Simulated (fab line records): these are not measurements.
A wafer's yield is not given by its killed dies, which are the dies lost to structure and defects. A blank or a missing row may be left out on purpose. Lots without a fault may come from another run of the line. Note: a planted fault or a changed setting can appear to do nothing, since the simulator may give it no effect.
fab line records	flow ritCmos
record lots=6	wafers=18	lastDay=6
route steps=202 shown NLDD@110 PLDD@114 SPACER@125 NSD@131 PSD@142 M1@202
lots untouched by any fault: they come from a run of this same line in which no faults occurred
startH: hours from the record's first day to the start of the lot's first wafer shown	waitH: hours elapsed since this lot's preceding step	" as in the row above	L1.1+2: several wafers, shown together as one row	- no value, or no start given	* or withheld: withheld	< > ~ a bound
route shown NAME@n: names a module that has steps shown in the file, with the first one's number in the route	usual: mean/standard deviation taken from wafers without a fault	same: alike in all rows	chamber/n: place in a boat	sites: the reading at each site	_std_site: the values' standard deviation	_edge_site: mean of outer sites minus mean of inner sites	radiusMm: for every site, how far away it sits from the centre of the wafer	mask NAME#n: copy n	behind: the most recent tool/chamber to have shaped the wafer	hold: why the lot went on hold/how many hours it stayed there/how the hold came to an end	device: the transistor (n, p or np) that didn't switch	end of line: at the end of the route, the tests of the same wafers	for a step that has no rows: nothing shown but its recipe	killed: count of dies lost to structure and defects at first sort (not the wafer's yield)	map: dies across one wafer; x = killed, . = not, _ = none there
set.NAME: the setting as run; set.NAME@STEP: as run at that earlier step	model.NAME: the simulator's own value behind a step, which no gauge read
lots at selected steps of the route; one table per step, one row per wafer
services: when a tool's chamber went out of use (startH, in hours from the record's first day, below 0 if earlier), for how many hours, and the reason
## steps
# step RIT_NLDD_HARDBAKE_07
# recipe resist=NOVOLAK	tempC=140	timeS=60
# step RIT_NLDD_IMPLANT_08
# recipe species=P	energyKev=20	doseCm2=5e+14	tiltDeg=7
# step RIT_NLDD_STRIP_09
# recipe chemistry=O2	timeS=180	resist=NOVOLAK	platenTempC=withheld	powerW=500	pressureMtorr=4000	o2FlowSccm=4000
# usual drypumpMotorCurrentA=5.47/0.28	rfReflPowerW=7.4/1.7
lot.wafer	tool	chamber	startH	waitH	drypumpMotorCurrentA	rfHoursCounterH	rfReflPowerW
L867.1	plasmaAsher-03	1	46.02	0.1	5.47	43	10.0
L867.5	"	0	"	"	5.95	-	9.7
L867.6	"	1	"	"	5.48	-	9.7
L868.3	plasmaAsher-04	0	53.34	0.1	5.40	-	7.7
L868.4	"	1	"	"	5.04	-	7.1
L868.6	"	0	"	"	5.44	-	7.6
L875.2	plasmaAsher-04	1	87.57	0.1	5.05	50	7.2
L875.3	"	0	"	"	5.43	-	7.6
L875.6	"	0	"	"	5.45	-	7.9
L876.2	plasmaAsher-02	0	91.39	0.1	5.61	37	4.7
L876.4	"	1	"	"	5.53	-	5.6
L876.6	"	0	"	"	5.61	-	4.8
L878.2	plasmaAsher-04	1	101.26	0.1	5.04	51	6.9
L878.5	"	0	"	"	5.43	-	7.4
L878.6	"	1	"	"	5.02	-	7.4
L884.1	plasmaAsher-02	1	132.36	0.1	5.53	2	5.6
L884.3	"	1	"	"	5.52	-	5.6
L884.6	"	1	"	"	5.55	-	5.8
# step RIT_NLDD_TW_MEAS_10
# usual NLDD_TW=2470/12
lot.wafer	tool	chamber	startH	waitH	NLDD_TW
L867.1	filmMetro-04	-	46.19	0.1	2456
L867.5	"	-	"	"	2447
L867.6	"	-	"	"	2466
L868.3	filmMetro-03	-	53.47	0.1	2479
L868.4	"	-	"	"	2479
L868.6	"	-	"	"	2479
L875.2	filmMetro-04	-	87.76	0.1	2458
L875.3	"	-	"	"	2460
L875.6	"	-	"	"	2465
L876.2	filmMetro-03	-	91.57	0.1	2498
L876.4	"	-	"	"	2481
L876.6	"	-	"	"	2485
L878.2	filmMetro-04	-	101.45	0.1	2456
L878.5	"	-	"	"	2479
L878.6	"	-	"	"	2464
L884.1	filmMetro-03	-	132.54	0.1	2471
L884.3	"	-	"	"	2482
L884.6	"	-	"	"	2465
# step RIT_PLDD_HMDS_00
# recipe primeTimeS=60	primeTempC=140
# step RIT_PLDD_COAT_01
# recipe resist=NOVOLAK	spinRpm=3250	resistThkNm=1013
# step RIT_PLDD_SOFTBAKE_02
# recipe resist=NOVOLAK	tempC=90	timeS=60
# step RIT_PLDD_EXPOSE_03
# recipe maskId=M8	na=0.57	targetCdNm=40900	doseMj=250
# step RIT_PLDD_PEB_04
# recipe resist=NOVOLAK	tempC=withheld	timeS=withheld
# step RIT_PLDD_DEVELOP_05
# recipe resist=NOVOLAK	developTimeS=50	devTempC=23
# step RIT_PLDD_OVL_MEAS_06
# usual PLDD_OVL=-0.7/1.4
lot.wafer	tool	chamber	startH	waitH	PLDD_OVL[nm]
L867.1	overlay-02	-	47.23	-	-0.3
L867.5	"	-	"	"	-1.2
L867.6	"	-	"	"	-0.9
L868.3	overlay-01	-	54.50	-	1.4
L868.4	"	-	"	"	2.0
L868.6	"	-	"	"	0.7
L875.2	overlay-02	-	88.79	-	-1.6
L875.3	"	-	"	"	-0.7
L875.6	"	-	"	"	-0.8
L876.2	overlay-01	-	92.48	-	-2.5
L876.4	"	-	"	"	-3.0
L876.6	"	-	"	"	-1.8
L878.2	overlay-02	-	102.35	-	1.5
L878.5	"	-	"	"	0.7
L878.6	"	-	"	"	1.3
L884.1	overlay-02	-	133.57	-	1.8
L884.3	"	-	"	"	0.9
L884.6	"	-	"	"	1.5
# step RIT_PLDD_HARDBAKE_07
# recipe resist=NOVOLAK	tempC=140	timeS=60
# step RIT_PLDD_IMPLANT_08
# recipe species=BF2	energyKev=20	doseCm2=9e+14	tiltDeg=7
# usual doseIonsCm2=9.002e+14/9.2e+11	endStationPressureTorr=7.2e-06/3.6e-07	faradayCurrentUA=2820/59
lot.wafer	tool	chamber	startH	waitH	doseIonsCm2	endStationPressureTorr	faradayCurrentUA
L867.1	implanter-02	0	47.41	0.1	9.015e+14	6.7e-06	2734
L867.5	"	0	"	"	8.989e+14	7.5e-06	2875
L867.6	"	0	"	"	9.004e+14	7.5e-06	2839
L868.3	implanter-03	0	54.72	0.1	8.993e+14	6.6e-06	2813
L868.4	"	0	"	"	8.994e+14	6.6e-06	2781
L868.6	"	0	"	"	9.016e+14	7.2e-06	2836
L875.2	implanter-03	0	88.99	0.1	8.982e+14	7.3e-06	2900
L875.3	"	0	"	"	8.976e+14	7.4e-06	2825
L875.6	"	0	"	"	8.995e+14	7e-06	2870
L876.2	implanter-02	0	92.69	0.1	2.71e+14	5.7e-06	851
L876.4	"	0	"	"	2.705e+14	5.7e-06	870
L876.6	"	0	"	"	2.698e+14	5.9e-06	837
L878.2	implanter-02	0	102.56	0.1	2.699e+14	5.7e-06	808
L878.5	"	0	"	"	2.706e+14	6.2e-06	860
L878.6	"	0	"	"	2.7e+14	5.6e-06	823
L884.1	implanter-03	0	133.76	0.1	8.999e+14	6.9e-06	2711
L884.3	"	0	"	"	8.982e+14	7.8e-06	2818
L884.6	"	0	"	"	9.016e+14	7.1e-06	2942
# step RIT_PLDD_STRIP_09
# recipe chemistry=O2	timeS=180	resist=NOVOLAK	platenTempC=withheld	powerW=500	pressureMtorr=4000	o2FlowSccm=4000
# usual drypumpMotorCurrentA=5.70/0.22	rfReflPowerW=6.8/2
lot.wafer	tool	chamber	startH	waitH	drypumpMotorCurrentA	rfHoursCounterH	rfReflPowerW
L867.1	plasmaAsher-02	0	47.56	0.1	5.64	32	4.9
L867.5	"	1	"	"	5.53	-	5.8
L867.6	"	0	"	"	5.63	-	5.0
L868.3	plasmaAsher-01	1	54.88	0.1	5.77	-	5.5
L868.4	"	0	"	"	6.17	-	9.7
L868.6	"	0	"	"	6.20	-	9.9
L875.2	plasmaAsher-02	0	89.12	0.1	5.63	37	4.9
L875.3	"	1	"	"	5.55	-	5.8
L875.6	"	1	"	"	5.55	-	5.6
L876.2	plasmaAsher-01	0	92.81	0.1	6.16	32	9.8
L876.4	"	1	"	"	5.73	-	5.5
L876.6	"	0	"	"	6.16	-	9.9
L878.2	plasmaAsher-01	1	102.68	0.1	5.75	34	6.0
L878.5	"	1	"	"	5.74	-	5.8
L878.6	"	0	"	"	6.15	-	10.2
L884.1	plasmaAsher-02	1	133.91	0.1	5.52	2	6.3
L884.3	"	1	"	"	5.54	-	5.9
L884.6	"	0	"	"	5.62	-	5.0
# step RIT_PLDD_TW_MEAS_10
# usual PLDD_TW=2330/12
lot.wafer	tool	chamber	startH	waitH	PLDD_TW
L867.1	filmMetro-03	-	47.74	0.1	2328
L867.5	"	-	"	"	2330
L867.6	"	-	"	"	2332
L868.3	filmMetro-04	-	55.02	0.1	2344
L868.4	"	-	"	"	2330
L868.6	"	-	"	"	2334
L875.2	filmMetro-04	-	89.30	0.1	2318
L875.3	"	-	"	"	2327
L875.6	"	-	"	"	2314
L876.2	filmMetro-03	-	93.00	0.1	1679
L876.4	"	-	"	"	1669
L876.6	"	-	"	"	1660
L878.2	filmMetro-04	-	102.87	0.1	1662
L878.5	"	-	"	"	1664
L878.6	"	-	"	"	1663
L884.1	filmMetro-03	-	134.08	0.1	2332
L884.3	"	-	"	"	2331
L884.6	"	-	"	"	2345
# step RIT_SPACER_CLEAN_00
# recipe chemistry=SC1	mix=3:3:50	timeS=600	tempC=75
# step RIT_SPACER_CLEAN_01
# recipe chemistry=dHF	dilution=50:1	timeS=30
# step RIT_SPACER_CLEAN_02
# recipe chemistry=SC2	mix=3:3:50	timeS=600	tempC=75	dry=n2Spin
# step RIT_SPACER_CVD_03
# recipe material=Si3N4	targetThkNm=250	tempC=810	precursor=SiH2Cl2/NH3	timeS=3300	pressureMtorr=300	sih2cl2FlowSccm=60	nh3FlowSccm=150
# step RIT_SPACER_THK_MEAS_04
# recipe reads=Si3N4_of_SPACER_CVD_03
# usual SPACER_NITRIDE_THK=250.5/2
lot.wafer	tool	chamber	startH	waitH	SPACER_NITRIDE_THK[nm]
L867.1	filmMetro-01	-	50.11	0.0	251.9
L867.5	"	-	"	"	252.0
L867.6	"	-	"	"	249.3
L868.3	filmMetro-01	-	57.36	0.0	251.3
L868.4	"	-	"	"	251.2
L868.6	"	-	"	"	251.7
L875.2	filmMetro-02	-	91.65	0.0	254.3
L875.3	"	-	"	"	252.1
L875.6	"	-	"	"	252.4
L876.2	filmMetro-02	-	95.51	0.0	247.2
L876.4	"	-	"	"	248.2
L876.6	"	-	"	"	249.7
L878.2	filmMetro-01	-	105.46	0.0	253.2
L878.5	"	-	"	"	252.8
L878.6	"	-	"	"	252.8
L884.1	filmMetro-04	-	136.43	0.0	252.8
L884.3	"	-	"	"	251.9
L884.6	"	-	"	"	252.6
# step RIT_SPACER_ETCHBACK_05
# recipe targetDepthA=2500	SF6_flow_sccm=30	CHF3_flow_sccm=30	target=Si3N4	chemistry=SF6/CHF3	pressureMtorr=40	rfW=250	timeS=230.9	stopOn=SiO2
# usual CHF3_flow_sccm=30.01/0.087	drypumpMotorCurrentA=5.8/0.43	oesProductAu=0.869/0.016	throttleValvePct=10.29/0.12
lot.wafer	tool	chamber	startH	waitH	CHF3_flow_sccm	drypumpMotorCurrentA	oesProductAu	rfHoursCounterH	throttleValvePct
L867.1	rieDiel-03	2	50.17	0.1	30.05	6.1	0.898	137	10.26
L867.5	"	3	"	"	30.02	5.8	0.852	-	10.19
L867.6	"	0	"	"	29.94	5.3	0.849	-	10.38
L868.3	rieDiel-02	1	57.40	0.0	29.91	4.9	0.890	150	10.23
L868.4	"	3	"	"	30.04	6.0	0.885	119	10.46
L868.6	"	3	"	"	29.95	6.0	0.889	-	10.49
L875.2	rieDiel-01	1	91.70	0.0	29.95	6.6	0.882	7	10.08
L875.3	"	2	"	"	29.82	5.7	0.895	56	10.40
L875.6	"	0	"	"	30.14	5.5	0.879	-	10.32
L876.2	rieDiel-03	3	95.56	0.0	29.85	5.8	0.849	66	10.18
L876.4	"	1	"	"	30.11	6.0	0.854	59	10.22
L876.6	"	1	"	"	29.97	6.1	0.851	-	10.21
L878.2	rieDiel-02	1	105.51	0.0	30.05	5.0	0.889	151	10.21
L878.5	"	0	"	"	30.08	5.3	0.848	-	10.36
L878.6	"	3	"	"	30.25	6.0	0.890	-	10.47
L884.1	rieDiel-03	1	136.49	0.1	29.96	6.1	0.870	59	10.21
L884.3	"	3	"	"	30.03	5.9	0.857	67	10.20
L884.6	"	3	"	"	30.08	5.8	0.860	-	10.20
# step RIT_NSD_HMDS_00
# recipe primeTimeS=60	primeTempC=140
# step RIT_NSD_COAT_01
# recipe resist=NOVOLAK	spinRpm=3250	resistThkNm=1000
# step RIT_NSD_SOFTBAKE_02
# recipe resist=NOVOLAK	tempC=90	timeS=60
# step RIT_NSD_EXPOSE_03
# recipe maskId=M9	na=0.57	targetCdNm=40700	doseMj=250
# step RIT_NSD_PEB_04
# recipe resist=NOVOLAK	tempC=withheld	timeS=withheld
# step RIT_NSD_DEVELOP_05
# recipe resist=NOVOLAK	developTimeS=50	devTempC=23
# step RIT_NSD_OVL_MEAS_06
# usual NSD_OVL=-1.5/2
lot.wafer	tool	chamber	startH	waitH	NSD_OVL[nm]
L867.1	overlay-02	-	51.30	-	-1.7
L867.5	"	-	"	"	-2.4
L867.6	"	-	"	"	-2.5
L868.3	overlay-02	-	58.43	-	-3.8
L868.4	"	-	"	"	-1.3
L868.6	"	-	"	"	-0.7
L875.2	overlay-02	-	92.70	-	-3.5
L875.3	"	-	"	"	-3.7
L875.6	"	-	"	"	-3.6
L876.2	overlay-02	-	96.79	-	0.1
L876.4	"	-	"	"	0.4
L876.6	"	-	"	"	-1.1
L878.2	overlay-01	-	106.69	-	-1.3
L878.5	"	-	"	"	-2.9
L878.6	"	-	"	"	-3.1
L884.1	overlay-01	-	137.61	-	-3.0
L884.3	"	-	"	"	-3.9
L884.6	"	-	"	"	-4.3
# step RIT_NSD_HARDBAKE_07
# recipe resist=NOVOLAK	tempC=140	timeS=60
# step RIT_NSD_IMPLANT_08
# recipe species=P	energyKev=25	doseCm2=1e+15	tiltDeg=7
# step RIT_NSD_STRIP_09
# recipe chemistry=O2	timeS=180	resist=NOVOLAK	platenTempC=withheld	powerW=500	pressureMtorr=4000	o2FlowSccm=4000
# usual drypumpMotorCurrentA=5.6/0.4	rfReflPowerW=7.9/1.6
lot.wafer	tool	chamber	startH	waitH	drypumpMotorCurrentA	rfHoursCounterH	rfReflPowerW
L867.1	plasmaAsher-03	0	51.63	0.1	6.0	44	9.5
L867.5	"	0	"	"	6.0	-	9.1
L867.6	"	1	"	"	5.4	-	9.4
L868.3	plasmaAsher-01	0	58.81	0.1	6.2	-	9.7
L868.4	"	1	"	"	5.8	-	5.7
L868.6	"	1	"	"	5.7	-	5.9
L875.2	plasmaAsher-04	1	93.03	0.1	5.1	50	7.2
L875.3	"	1	"	"	5.0	-	6.9
L875.6	"	0	"	"	5.4	-	7.8
L876.2	plasmaAsher-01	0	97.12	0.1	6.2	33	9.6
L876.4	"	0	"	"	6.2	-	10.0
L876.6	"	0	"	"	6.2	-	9.9
L878.2	plasmaAsher-01	0	107.02	0.1	6.2	34	10.3
L878.5	"	1	"	"	5.8	-	5.7
L878.6	"	0	"	"	6.2	-	9.8
L884.1	plasmaAsher-01	0	137.95	0.1	6.2	37	10.0
L884.3	"	1	"	"	5.7	-	5.7
L884.6	"	0	"	"	6.2	-	9.4
# step RIT_NSD_TW_MEAS_10
# usual NSD_TW=3100/16
lot.wafer	tool	chamber	startH	waitH	NSD_TW
L867.1	filmMetro-03	-	51.81	0.1	3099
L867.5	"	-	"	"	3088
L867.6	"	-	"	"	3110
L868.3	filmMetro-04	-	58.95	0.1	3121
L868.4	"	-	"	"	3107
L868.6	"	-	"	"	3085
L875.2	filmMetro-03	-	93.22	0.1	3112
L875.3	"	-	"	"	3109
L875.6	"	-	"	"	3109
L876.2	filmMetro-03	-	97.31	0.1	3098
L876.4	"	-	"	"	3117
L876.6	"	-	"	"	3111
L878.2	filmMetro-04	-	107.21	0.1	3089
L878.5	"	-	"	"	3089
L878.6	"	-	"	"	3064
L884.1	filmMetro-04	-	138.12	0.1	3077
L884.3	"	-	"	"	3074
L884.6	"	-	"	"	3061
# step RIT_PSD_HMDS_00
# recipe primeTimeS=60	primeTempC=140
# step RIT_PSD_COAT_01
# recipe resist=NOVOLAK	spinRpm=3318	resistThkNm=1000
# step RIT_PSD_SOFTBAKE_02
# recipe resist=NOVOLAK	tempC=90	timeS=60
# step RIT_PSD_EXPOSE_03
# recipe maskId=M10	na=0.57	targetCdNm=40900	doseMj=250
# step RIT_PSD_PEB_04
# recipe resist=NOVOLAK	tempC=withheld	timeS=withheld
# step RIT_PSD_DEVELOP_05
# recipe resist=NOVOLAK	developTimeS=50	devTempC=23
# step RIT_PSD_OVL_MEAS_06
# usual PSD_OVL=-0.6/1.1
lot.wafer	tool	chamber	startH	waitH	PSD_OVL[nm]
L867.1	overlay-02	-	52.72	-	0.0
L867.5	"	-	"	"	-1.1
L867.6	"	-	"	"	-0.3
L868.3	overlay-02	-	59.98	-	-1.7
L868.4	"	-	"	"	-1.4
L868.6	"	-	"	"	-2.2
L875.2	overlay-01	-	94.25	-	0.3
L875.3	"	-	"	"	0.1
L875.6	"	-	"	"	-1.3
L876.2	overlay-02	-	98.21	-	-2.0
L876.4	"	-	"	"	-2.8
L876.6	"	-	"	"	-1.8
L878.2	overlay-02	-	108.24	-	-1.4
L878.5	"	-	"	"	-1.8
L878.6	"	-	"	"	-1.4
L884.1	overlay-02	-	139.03	-	0.8
L884.3	"	-	"	"	0.4
L884.6	"	-	"	"	0.9
# step RIT_PSD_HARDBAKE_07
# recipe resist=NOVOLAK	tempC=139.5	timeS=60
# step RIT_PSD_IMPLANT_08
# recipe species=BF2	energyKev=27	doseCm2=5e+15	tiltDeg=7
# step RIT_PSD_STRIP_09
# recipe chemistry=O2	timeS=180	resist=NOVOLAK	platenTempC=withheld	powerW=500	pressureMtorr=4000	o2FlowSccm=4000
# usual drypumpMotorCurrentA=5.7/0.35	rfReflPowerW=7.0/1.8
lot.wafer	tool	chamber	startH	waitH	drypumpMotorCurrentA	rfHoursCounterH	rfReflPowerW
L867.1	plasmaAsher-02	0	53.06	0.1	5.6	32	5.2
L867.5	"	0	"	"	5.6	-	4.7
L867.6	"	1	"	"	5.6	-	5.8
L868.3	plasmaAsher-02	0	60.36	0.1	5.6	-	4.7
L868.4	"	1	"	"	5.5	-	5.8
L868.6	"	1	"	"	5.5	-	6.0
L875.2	plasmaAsher-01	1	94.58	0.1	5.8	32	5.6
L875.3	"	1	"	"	5.7	-	5.8
L875.6	"	1	"	"	5.7	-	6.0
L876.2	plasmaAsher-01	1	98.54	0.1	5.8	33	5.8
L876.4	"	1	"	"	5.8	-	6.0
L876.6	"	0	"	"	6.2	-	10.1
L878.2	plasmaAsher-02	0	108.57	0.1	5.6	40	4.8
L878.5	"	1	"	"	5.6	-	5.6
L878.6	"	0	"	"	5.7	-	4.6
L884.1	plasmaAsher-04	1	139.37	0.1	5.0	56	7.2
L884.3	"	0	"	"	5.4	-	7.6
L884.6	"	1	"	"	5.0	-	7.2
# step RIT_SDANNEAL_RS_MEAS_06
# recipe thkMeasGauge=four-point-probe
# usual PLDD_RS=178.8/0.47
lot.wafer	tool	chamber	startH	waitH	PLDD_RS[ohm/sq]
L867.1	filmMetro-02	-	54.05	0.1	178.3
L867.5	"	-	"	"	177.8
L867.6	"	-	"	"	178.2
L868.3	filmMetro-03	-	61.26	0.1	178.5
L868.4	"	-	"	"	178.7
L868.6	"	-	"	"	178.8
L875.2	filmMetro-04	-	95.50	0.1	178.4
L875.3	"	-	"	"	178.2
L875.6	"	-	"	"	178.6
L876.2	filmMetro-02	-	99.85	0.1	423.4
L876.4	"	-	"	"	428.8
L876.6	"	-	"	"	431.6
L878.2	filmMetro-03	-	109.52	0.1	419.1
L878.5	"	-	"	"	420.7
L878.6	"	-	"	"	420.8
L884.1	filmMetro-02	-	140.27	0.1	179.3
L884.3	"	-	"	"	178.9
L884.6	"	-	"	"	179.0
# step RIT_M1_PROBE_99
# usual killedAtContacts=0.1/0.24	killedAtFrontEnd=7/3	killedDies=7/3	killedOpen=3.2/1.8	killedShort=3.5/2.1
# same grossDies=264	killed_at_M0_to_M3=0	killed_at_M4_up=0	killedAtBackSide=0	killedAtOther=0
lot.wafer	tool	chamber	startH	waitH	killedAtContacts	killedAtFrontEnd	killedDies	killedOpen	killedShort
L875.2	prober-01	-	102.71	0.1	0	3	3	1	2
L875.3	prober-01	-	102.76	0.2	0	11	11	5	6
L875.6	prober-01	-	102.91	0.2	0	8	8	6	2
L878.2	prober-02	-	116.89	0.1	0	7	7	2	5
L878.5	prober-02	-	117.04	0.2	0	3	3	2	1
L878.6	prober-02	-	117.09	0.2	0	6	6	6	0
# killed by level:class
L875.2 GATE:geometricParticle:short=2 SPACER:geometricParticle:open=1
L875.3 GATE:geometricParticle:short=4 GATE:geometricParticle:open=3 SILICIDE:geometricParticle:open=2 FOX1:geometricParticle:short=1 SPACER:geometricParticle:short=1
L875.6 GATE:geometricParticle:open=3 FOX2:geometricParticle:open=2 FOX1:geometricParticle:short=1 SPACER:geometricParticle:open=1 SILICIDE:geometricParticle:short=1
L878.2 FOX1:geometricParticle:short=2 FOX2:geometricParticle:short=2 FOX1:geometricParticle:open=1 REOX:geometricParticle:short=1 SILICIDE:geometricParticle:open=1
L878.5 FOX1:geometricParticle:open=1 FOX1:geometricParticle:short=1 SILICIDE:geometricParticle:open=1
L878.6 SPACER:geometricParticle:open=4 FOX1:geometricParticle:open=1 GATE:geometricParticle:open=1
## services
tool	chamber	startH	hours	kind
rieDiel-03	0	22.45	14.5	repair
plasmaAsher-03	-	25.21	1.6	repair
plasmaAsher-03	-	25.40	3.0	repair
rieDiel-03	2	26.62	7.9	repair
implanter-02	-	31.30	2.7	repair
rieDiel-02	1	32.02	2.8	repair
rieDiel-02	1	58.30	5.1	repair
plasmaAsher-03	-	60.21	2.8	pm
plasmaAsher-03	-	81.50	28.1	pm
rieDiel-03	1	82.04	5.8	repair
implanter-03	-	82.41	4.7	pm
rieDiel-02	1	90.58	3.9	repair
rieDiel-02	2	104.33	14.5	repair
rieDiel-01	-	107.19	14.6	pm
implanter-02	-	108.31	6.9	repair
plasmaAsher-02	-	108.75	9.0	pm
plasmaAsher-02	0	108.75	9.0	ventCycle
plasmaAsher-02	1	108.75	9.0	ventCycle
rieDiel-01	-	122.60	1.5	repair
rieDiel-02	0	128.17	2.4	repair
implanter-03	-	129.79	1.3	repair
plasmaAsher-03	-	131.59	9.1	repair
rieDiel-01	2	135.59	19.8	repair
implanter-02	-	136.48	7.4	pm
## key
firstSign step=RIT_PLDD_IMPLANT_08	reading=doseIonsCm2	direction=down	sigmas=99+	usual=9.002e+14	struck=2.703e+14
effect step=RIT_PLDD_IMPLANT_08	reading=faradayCurrentUA	direction=down	sigmas=34	usual=2820	struck=842
effect step=RIT_PLDD_TW_MEAS_10	reading=PLDD_TW	direction=down	sigmas=55	usual=2330	struck=1666
effect step=RIT_SDANNEAL_RS_MEAS_06	reading=PLDD_RS	direction=up	sigmas=99+	usual=178.8	struck=424.1
metAt RIT_PLDD_IMPLANT_08
struckWafers L876.2,L876.4,L876.6,L878.2,L878.5,L878.6
testerLeftOut L876,L878
onsetBetween 47.41 92.69
fault kind=processParameterDrift	tool=implanter-02	chamber=-	onsetH=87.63	steps=RIT_PLDD_IMPLANT_08	channel=doseCm2	offset=-6.3e+14	shape=step	endH=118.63	actsIn=theseRecipesOnly	stated=9e+14
# testerLeftOut: of these lots the tester's yield and bins aren't shown, on N5 and GAA mostly nor the transistor test; their killed dies are dies lost to structure and defects alone, not to doping, threshold or leakage, so they don't give the yield
